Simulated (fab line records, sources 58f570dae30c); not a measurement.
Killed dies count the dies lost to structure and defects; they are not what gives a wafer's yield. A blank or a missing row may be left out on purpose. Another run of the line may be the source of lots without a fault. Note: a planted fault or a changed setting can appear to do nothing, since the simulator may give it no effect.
Lot-split experiment + flow berkeleyCmos170 + route with 331 steps; 5 lots, 27 wafers read

## ABOUT THE SPLIT
At UCB170_M1_METAL_ETCH_12 (etches Al in Cl2/BCl3, stops on PSG, target depth 780 nm, time 130 s), the setting timeS was moved away from the recipe's 130 s on 12 of the 27 wafers read, by -36.1% to +35.8%. The other wafers ran this setting at the recipe's value.

## FROM THE SPLIT TO THE READING: what the file shows between them, 1 step
- UCB170_M1_STRIP_13: strips in O2

## THE READING
cdNm (nm) at UCB170_M1_CD_MEAS_90, where the cd target is 700 nm. A value of 699.2 nm with a standard deviation of 2.1 nm is what fault-free wafers of this fab line usually give.

| wafer  | tool, chamber at the split | timeS as run, s | against the recipe | cdNm, nm | against lot-mates on the recipe |
|--------|----------------------------|-----------------|--------------------|----------|---------------------------------|
| L078.1 | rieMetal-02, 0             | 130             | recipe             | 699.6    | -                               |
| L078.2 | rieMetal-02, 1             | 130             | recipe             | 699.9    | -                               |
| L078.3 | rieMetal-02, 1             | 176.6           | +35.8%             | 686.9    | -11.8                           |
| L078.4 | rieMetal-02, 0             | 130             | recipe             | 696.7    | -                               |
| L078.5 | rieMetal-02, 0,1           | 176.6           | +35.8%             | 685.9    | -12.8                           |
| L078.6 | rieMetal-02, 0,1           | 176.6           | +35.8%             | 687.6    | -11.1                           |
| L079.1 | rieMetal-04, 1             | 130             | recipe             | 700.6    | -                               |
| L079.2 | rieMetal-04, 0             | 130             | recipe             | 701.6    | -                               |
| L079.3 | rieMetal-04, 1             | 130             | recipe             | 698.1    | -                               |
| L079.4 | rieMetal-04, 0,1           | 83.13           | -36.1%             | 714.5    | +14.4                           |
| L079.5 | rieMetal-04, 0             | 83.13           | -36.1%             | 714.3    | +14.2                           |
| L079.6 | rieMetal-04, 0,1           | 83.13           | -36.1%             | 711.1    | +11.0                           |
| L077.2 | rieMetal-03, 0             | 130             | recipe             | 696.7    | -                               |
| L077.3 | rieMetal-03, 1             | 130             | recipe             | 699.1    | -                               |
| L077.6 | rieMetal-03, 1             | 130             | recipe             | 697.5    | -                               |
| L084.1 | rieMetal-04, 1             | 153.6           | +18.2%             | 694.3    | -4.7                            |
| L084.2 | rieMetal-04, 0,1           | 130             | recipe             | 698.9    | -                               |
| L084.3 | rieMetal-04, 0,1           | 130             | recipe             | 698.4    | -                               |
| L084.4 | rieMetal-04, 0             | 130             | recipe             | 699.6    | -                               |
| L084.5 | rieMetal-04, 1             | 153.6           | +18.2%             | 690.5    | -8.5                            |
| L084.6 | rieMetal-04, 0             | 153.6           | +18.2%             | 697.0    | -2.0                            |
| L083.1 | rieMetal-03, 1             | 175.8           | +35.2%             | 687.6    | -11.9                           |
| L083.2 | rieMetal-03, 0             | 130             | recipe             | 699.1    | -                               |
| L083.3 | rieMetal-03, 0             | 130             | recipe             | 698.8    | -                               |
| L083.4 | rieMetal-03, 1             | 175.8           | +35.2%             | 689.5    | -10.0                           |
| L083.5 | rieMetal-03, 0             | 175.8           | +35.2%             | 686.4    | -13.1                           |
| L083.6 | rieMetal-03, 1             | 130             | recipe             | 700.6    | -                               |
The file does not say which wafer passed through which chamber wherever a row lists several chambers: such a row stands for several wafers.

THE FIT
A straight line over all 27 wafers: cdNm changes by -0.353 nm for each +1% of timeS; r = -0.98; the points scatter about the line by 1.7 nm.
The same after taking each lot's own level away (the mean of its wafers on the recipe; 27 wafers): -0.342 nm for each +1%; r = -0.98; scatter 1.5 nm.
According to that fit, moving timeS by its largest amount changes the reading by 12 nm.
Across the lots, their own levels run from 697.77 to 700.10 nm, a range of 1.1 times the standard deviation given above.
The two slopes are in agreement: the lot-to-lot level therefore moves the slope only a little.
Check: +12.2 nm against its lot-mates is what the line predicts for one of the wafers moved furthest among these (-36.1%) when that wafer is left out of the fit. It came out at +14.4 nm against them.

## THE WHOLE CHAIN: every reading that the file lists as answering this split, in the file's order
| step                    | what it does                                                         | reading                                                                      | change (the file's fit)                                                              | r (the file's) |
|-------------------------|----------------------------------------------------------------------|------------------------------------------------------------------------------|--------------------------------------------------------------------------------------|----------------|
| UCB170_M1_METAL_ETCH_12 | etches Al in Cl2/BCl3, stops on PSG, target depth 780 nm, time 130 s | KrF_of_M1_COAT_04.thkNm (the simulator's own value, which no gauge read)     | -4.46 nm for each +1% of the setting                                                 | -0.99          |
| UCB170_M1_METAL_ETCH_12 | etches Al in Cl2/BCl3, stops on PSG, target depth 780 nm, time 130 s | M1.featureDepthNm (the simulator's own value, which no gauge read)           | not straight: 488.8 at the lowest setting, 640.9 at the recipe, 658.8 at the highest | not given      |
| UCB170_M1_METAL_ETCH_12 | etches Al in Cl2/BCl3, stops on PSG, target depth 780 nm, time 130 s | PSG_of_CONTACT_CVD_01.thkNm (the simulator's own value, which no gauge read) | -0.423 nm for each +1% of the setting                                                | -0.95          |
| UCB170_M1_STRIP_13      | strips in O2                                                         | oesProductAu                                                                 | not straight: 0.724 at the lowest setting, 0.719 at the recipe, 0.610 at the highest | not given      |
| UCB170_M1_CD_MEAS_90    | target cd 700 nm                                                     | cdNm                                                                         | -0.338 nm for each +1% of the setting                                                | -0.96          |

## FILE'S OWN FIT
cdNm changes by -0.338 nm for each +1% of timeS, r = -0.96.
